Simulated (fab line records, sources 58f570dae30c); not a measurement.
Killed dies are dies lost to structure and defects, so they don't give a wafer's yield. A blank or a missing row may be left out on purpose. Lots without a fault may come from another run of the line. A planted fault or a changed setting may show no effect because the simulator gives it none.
Problem report in the 8D (eight disciplines) form, filled by code | flow berkeley_cmos170 | the parts of the form that need people (team, actions taken, sign-off) are left out

1. THE PROBLEM
cd_nm at UCB170_NLDD_CD_MEAS_06 reads a mean of 1213.7 nm on 3 wafers of 1 lot; wafers without a fault read 1200.8 nm with a standard deviation of 1.3. That is +9.9 standard deviations from the usual mean.
The step: target cd 1200 nm.
First seen on wafer L282.1, day 8 23:22, on cd_sem-01. The record holds 39 wafers of 13 lots with a number at this step. Rule for "out", or "out of limits": more than 4 standard deviations from the usual mean. The other wafers with a number count as sound.

2. WHAT IT IS AND WHAT IT IS NOT
question                    | is                     | is not
which readings at this step | cd_nm                  | -
which lots                  | L282                   | L270, L271, L272, L273, L274, L275, L277, L278, L279, L280, L289, L293
which wafers of those lots  | all that have a number | -
read on which gauges        | cd_sem-01              | cd_sem-02
when                        | from day 8 23:22       | up to then (30 sound wafers); but 6 sound wafers of L289, L293 came after

3. SUSPECTS, AND WHAT RULES EACH OUT
Counting: a tool at a process step up to the reading stays a suspect if it ran every lot that is out and no sound lot after the first of them.
- the gauge at UCB170_NLDD_CD_MEAS_06: kept. All the wafers that are out were read on cd_sem-01, and no step on other tools shows them out.
- krf_scanner-02 at UCB170_NLDD_EXPOSE_03 (exposes mask NSELECT, target cd 1200 nm): kept. It ran the lot that is out, L282 (day 8 22:45), and no sound lot after that; its last sound lot up to then is L280 (day 8 02:04).
Left after counting: krf_scanner-02 at UCB170_NLDD_EXPOSE_03, cd_sem-01 at UCB170_NLDD_CD_MEAS_06.

4. THE CAUSE (what the simulator had put in)
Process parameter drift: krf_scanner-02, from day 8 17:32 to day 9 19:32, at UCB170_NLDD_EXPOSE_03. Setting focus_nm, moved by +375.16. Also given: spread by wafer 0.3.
Counting left 2 suspects, and this tool is among them.

5. THE CHAIN OF EFFECTS, in route order
Each row: a reading whose mean over the struck wafers that have a number lies more than 3 standard deviations from the usual. Only readings for which the record gives a usual standard deviation are gone through. hours: the time from each lot's start at the first step in this table that gives one to its start at this step, as a median over the lots. sigmas: the change in usual standard deviations.
hours | step                   | reading | usual     | on struck wafers | change | sigmas
0     | UCB170_NLDD_CD_MEAS_06 | cd_nm   | 1200.8 nm | 1213.7           | +12.9  | +9.9

6. WHAT WOULD HAVE CAUGHT IT SOONER
In this record the first reading out of limits at a measuring or inspecting step was taken at day 8 23:22, 6 hours after the fault began at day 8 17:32.
All the lots that are out (1) had begun UCB170_NLDD_EXPOSE_03 on krf_scanner-02 by day 8 23:22. A hold on the tool at that time would have spared none of them.
